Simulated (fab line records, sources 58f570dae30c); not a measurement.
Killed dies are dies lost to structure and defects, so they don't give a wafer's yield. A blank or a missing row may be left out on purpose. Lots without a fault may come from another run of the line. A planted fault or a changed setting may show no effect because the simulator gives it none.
Which tool did it? | flow berkeley_cmos170 | 14 lots, 42 wafers sampled, at 5 steps of a route of 331

WHAT THE GAUGES READ, wafer by wafer
UCB170_START_BOW_MEAS_00. Usual: INCOMING_BOW -1 um, standard deviation 6.7.
lot  | measured    | on            | INCOMING_BOW (um) | flag
L919 | day 1 10:00 | film_metro-03 | -8 1 6            |
L920 | day 1 15:00 | film_metro-03 | 12 -7 -2          |
L921 | day 1 20:01 | film_metro-01 | -5 3 0            |
L922 | day 2 01:01 | film_metro-01 | 8 -7 -4           |
L924 | day 2 11:00 | film_metro-01 | -6 -2 0           |
L925 | day 2 16:01 | film_metro-02 | 0 -6 -12          |
L926 | day 2 21:00 | film_metro-03 | 0 -5 1            |
L927 | day 3 02:02 | film_metro-03 | -6 -6 8           |
L928 | day 3 07:00 | film_metro-01 | -2 -23 -3         |
L930 | day 3 17:01 | film_metro-01 | 6 -3 2            |
L931 | day 3 22:01 | film_metro-01 | -7 -1 -7          |
L932 | day 4 03:04 | film_metro-01 | -6 -1 -5          |
L941 | day 6 00:00 | film_metro-02 | 11 6 -2           |
L942 | day 6 05:02 | film_metro-02 | -1 -8 3           |

UCB170_START_THK_MEAS_03. Usual: START_OXIDE_THK 20.0 nm, standard deviation 0.32.
lot  | measured    | on            | START_OXIDE_THK (nm) | flag
L919 | day 1 14:46 | film_metro-02 | 20.2 20.4 20.4       |
L920 | day 1 21:56 | film_metro-03 | 20.2 20.0 19.8       |
L921 | day 1 21:57 | film_metro-01 | 20.0 20.1 19.7       |
L922 | day 2 05:53 | film_metro-02 | 20.5 20.1 20.5       |
L924 | day 2 14:55 | film_metro-02 | 20.0 20.5 20.5       |
L925 | day 2 21:41 | film_metro-03 | 19.6 19.5 20.0       |
L926 | day 3 00:54 | film_metro-01 | 20.5 20.5 20.5       |
L927 | day 3 07:34 | film_metro-02 | 20.1 19.6 19.8       |
L928 | day 3 12:02 | film_metro-03 | 20.1 20.2 19.8       |
L930 | day 4 00:09 | film_metro-01 | 19.6 19.7 19.6       |
L931 | day 4 00:09 | film_metro-03 | 19.7 19.6 19.6       |
L932 | day 4 08:31 | film_metro-03 | 20.2 20.0 20.4       |
L941 | day 6 04:49 | film_metro-03 | 20.2 19.7 19.6       |
L942 | day 6 12:00 | film_metro-02 | 20.1 19.9 20.1       |

UCB170_NWELL_THK_MEAS_05. Usual: NWELL_NITRIDE_THK 223.6 nm, standard deviation 2.1.
lot  | measured    | on            | NWELL_NITRIDE_THK (nm) | flag
L919 | day 2 11:32 | film_metro-04 | 221.2 223.0 222.9      |
L920 | day 2 15:20 | film_metro-02 | 224.6 225.0 223.9      |
L921 | day 2 15:21 | film_metro-04 | 224.3 224.1 224.2      |
L922 | day 3 00:58 | film_metro-02 | 222.4 223.9 225.6      |
L924 | day 3 08:13 | film_metro-03 | 227.5 227.0 228.7      |
L925 | day 3 16:33 | film_metro-03 | 225.2 224.2 223.2      |
L926 | day 3 16:32 | film_metro-02 | 226.5 226.2 225.7      |
L927 | day 4 04:50 | film_metro-02 | 228.0 225.1 228.0      |
L928 | day 4 04:49 | film_metro-04 | 222.3 222.0 221.6      |
L930 | day 4 19:32 | film_metro-02 | 220.3 222.8 219.1      |
L931 | day 4 19:32 | film_metro-03 | 226.6 225.1 226.0      |
L932 | day 5 05:18 | film_metro-03 | 220.0 221.3 220.5      |
L941 | day 7 09:43 | film_metro-04 | 220.3 221.3 219.4      |
L942 | day 7 09:46 | film_metro-03 | 223.1 222.8 222.9      |

UCB170_ACTIVE_THK_MEAS_06. Usual: ACTIVE_NITRIDE_THK 219.8 nm, standard deviation 1.7.
lot  | measured    | on            | ACTIVE_NITRIDE_THK (nm) | flag
L919 | day 4 21:26 | film_metro-01 | 219.4 216.8 218.5       |
L920 | day 4 21:26 | film_metro-02 | 218.2 218.9 218.9       |
L921 | day 4 21:27 | film_metro-03 | 219.7 220.2 219.1       |
L922 | day 5 06:26 | film_metro-01 | 219.5 222.0 219.8       |
L924 | day 5 17:13 | film_metro-03 | 221.8 219.0 218.7       |
L925 | day 5 17:10 | film_metro-01 | 218.1 218.4 219.4       |
L926 | day 5 17:09 | film_metro-03 | 218.2 219.5 217.5       |
L927 | day 6 12:20 | film_metro-03 | 219.5 217.0 217.3       |
L928 | day 6 12:19 | film_metro-02 | 218.0 219.7 219.6       |
L930 | day 7 07:33 | film_metro-01 | 436.4 437.6 438.7       | OFF
L931 | day 7 05:28 | film_metro-02 | 220.1 220.8 220.8       |
L932 | day 7 19:13 | film_metro-01 | 221.0 220.9 221.1       |
L941 | day 9 13:15 | film_metro-03 | 437.2 436.9 438.9       | OFF
L942 | day 9 11:11 | film_metro-03 | 221.4 219.4 221.1       |

WHICH TOOL RAN EACH LOT (tool, then ch and the chambers of the sampled wafers, then the start)
lot  | UCB170_ACTIVE_CVD_05
L919 | lpcvd-02 ch 1, day 4 19:31
L920 | lpcvd-02 ch 0, day 4 19:31
L921 | lpcvd-02 ch 1, day 4 19:31
L922 | lpcvd-01 ch 0, day 5 04:31
L924 | lpcvd-02 ch 0, day 5 15:11
L925 | lpcvd-02 ch 0, day 5 15:11
L926 | lpcvd-02 ch 0, day 5 15:11
L927 | lpcvd-01 ch 0, day 6 10:23
L928 | lpcvd-01 ch 1, day 6 10:23
L930 | lpcvd-01 ch 1, day 7 03:32
L931 | lpcvd-01 ch 1, day 7 03:32
L932 | lpcvd-02 ch 0, day 7 17:16
L941 | lpcvd-01 ch 0, day 9 09:15
L942 | lpcvd-01 ch 1, day 9 09:15
- UCB170_ACTIVE_CVD_05: deposits Si3N4 from SiH2Cl2/NH3, target thk 220 nm, time 3300 s.

WHAT THE TOOLS THEMSELVES READ (means of the sampled wafers that have a number; where no wafer has one, the mark that the record gives instead)
UCB170_ACTIVE_CVD_05. Usual: zone_power_centre_pct 40 %, standard deviation 3.3.
lot  | tool     | zone_power_centre_pct (%) | flag
L919 | lpcvd-02 | 37                        |
L920 | lpcvd-02 | 45                        |
L921 | lpcvd-02 | 37                        |
L922 | lpcvd-01 | 37                        |
L924 | lpcvd-02 | 45                        |
L925 | lpcvd-02 | 45                        |
L926 | lpcvd-02 | 45                        |
L927 | lpcvd-01 | 37                        |
L928 | lpcvd-01 | 39                        |
L930 | lpcvd-01 | 39                        |
L931 | lpcvd-01 | 39                        |
L932 | lpcvd-02 | 45                        |
L941 | lpcvd-01 | 36                        |
L942 | lpcvd-01 | 39                        |

THE ANSWER, worked out from the rows above alone
Rule: a lot is off if the mean of its wafers that have a number lies more than 3 standard deviations from the usual mean. A lot without any number at a reading at which 4 lots or more have one is off too. The other lots that the step has rows for count as sound. The gauges are gone through in route order, then the tools' own readings, and for those a lot's mean is taken as printed above. The first step at which some lot is off is used, and at that step the reading that is off furthest; a lot without a number counts as furthest.
Off: L930, L941, at UCB170_ACTIVE_THK_MEAS_06 (ACTIVE_NITRIDE_THK).
A tool fits if, at a process step before that reading, it ran every lot that is off, and no sound lot after the first of them. The gauges at UCB170_ACTIVE_THK_MEAS_06 are tried like those tools. None of those tried fits.

WHAT THE SIMULATOR HAD PUT IN
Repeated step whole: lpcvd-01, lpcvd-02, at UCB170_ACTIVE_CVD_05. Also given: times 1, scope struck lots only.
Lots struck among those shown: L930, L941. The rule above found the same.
